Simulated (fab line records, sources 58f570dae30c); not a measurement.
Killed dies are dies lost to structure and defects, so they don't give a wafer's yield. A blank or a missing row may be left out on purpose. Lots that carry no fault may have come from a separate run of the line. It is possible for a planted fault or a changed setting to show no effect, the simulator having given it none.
Split-lot experiment ; flow berkeley-cmos170 ; 5 lots, 23 wafers read, on a route of 331 steps

THE SPLIT ITSELF
At UCB170_M2_PEB_13, the setting peb-temp-c was moved away from the recipe's 130 C on 4 of the 23 wafers read, by -2.3% to -1.7%. All remaining wafers had this setting at the recipe value.

FROM THE SPLIT TO THE READING: what the file shows between them, 5 steps
- UCB170_M2_DEVELOP_14: develop time 45 s
- UCB170_M2_CD_MEAS_15: target cd 700 nm
- UCB170_M2_ETCH_17: etches BARC in N2/H2
- UCB170_M2_METAL_ETCH_18: etches Al in Cl2/BCl3, stops on SiO2, target depth 1170 nm, time 195 s
- UCB170_M2_STRIP_19: strips in O2

THE READING
cd-nm, in nm, at UCB170_M2_CD_MEAS_90 (target cd 700 nm). Fault-free wafers of this fab line usually give 702 nm, standard deviation 3.2 nm.

wafer;tool, chamber at the split;peb-temp-c as run, C;against the recipe;cd-nm, nm;against lot-mates on the recipe
L074.1;litho-track-03, 0;130;recipe;701;-
L074.2;litho-track-03, 0;127;-2.3%;718;+19
L074.3;litho-track-03, 0;127;-2.3%;723;+24
L074.4;litho-track-03, 0;130;recipe;695;-
L074.6;litho-track-03, 0;130;recipe;702;-
L078.1;litho-track-03, 0;127.8;-1.7%;718;+13
L078.2;litho-track-03, 0;130;recipe;706;-
L078.3;litho-track-03, 0;127.8;-1.7%;715;+10
L078.4;litho-track-03, 0;130;recipe;703;-
L078.6;litho-track-03, 0;130;recipe;705;-
L079.2;litho-track-03, 0;130;recipe;701;-
L079.3;litho-track-03, 0;130;recipe;697;-
L079.4;litho-track-03, 0;130;recipe;698;-
L079.5;litho-track-03, 0;130;recipe;697;-
L079.6;litho-track-03, 0;130;recipe;700;-
L084.2;litho-track-02, 0;130;recipe;700;-
L084.4;litho-track-02, 0;130;recipe;700;-
L084.5;litho-track-02, 0;130;recipe;701;-
L083.1;litho-track-03, 0;130;recipe;703;-
L083.3;litho-track-03, 0;130;recipe;705;-
L083.4;litho-track-03, 0;130;recipe;697;-
L083.5;litho-track-03, 0;130;recipe;701;-
L083.6;litho-track-03, 0;130;recipe;702;-

THE FIT
A straight line over all 23 wafers: cd-nm changes by -8.82 nm for each +1% of peb-temp-c; r = -0.92; the points scatter about the line by 2.9 nm.
The same after taking each lot's own level away (the mean of its wafers on the recipe; 23 wafers): -8.44 nm for each +1%; r = -0.94; scatter 2.4 nm.
Per that fit: largest peb-temp-c move, reading shift of 19 nm.
Measured against the standard deviation above, the lots' own levels, which go from 698.6 to 704.7 nm, span 1.9 times it.
So the lot-to-lot level changes the slope little: the two slopes agree.
Check: with one of the wafers moved furthest among these (-2.3%) left out of the fit, the line predicts +19.8 nm for it against its lot-mates. Against them it came out at +18.7 nm.

THESE WAFERS: OTHER SPLITS
Note: prior to the reading, these wafers also went through further splits. Each is held against what the fit with the lots' levels taken away leaves over:
other split on the same wafers;wafers away from the commonest value;r with cd-nm (lot level and that fit taken away)
UCB170_M1_COAT_04 spin-rpm;8;+0.10
UCB170_M1_EXPOSE_06 dose-mj;6;-0.11
UCB170_M2_SPUTTER_01 power-w;10;-0.25

THE WHOLE CHAIN: every reading that the file lists as answering this split, in the file's order
step;what it does;reading;change (the file's fit);r (the file's)
UCB170_M2_CD_MEAS_15;target cd 700 nm;cd-nm;-10.1 nm for each +1% of the setting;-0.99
UCB170_M2_ETCH_17;etches BARC in N2/H2;M2.cd-nm (the simulator's own value, which no gauge read);-9.98 nm for each +1% of the setting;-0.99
UCB170_M2_METAL_ETCH_18;etches Al in Cl2/BCl3, stops on SiO2, target depth 1170 nm, time 195 s;M2.cd-nm (the simulator's own value, which no gauge read);-8.26 nm for each +1% of the setting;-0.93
UCB170_M2_CD_MEAS_90;target cd 700 nm;cd-nm;-8.37 nm for each +1% of the setting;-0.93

THE FILE'S OWN FIT
cd-nm changes by -8.37 nm for each +1% of peb-temp-c, r = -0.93.
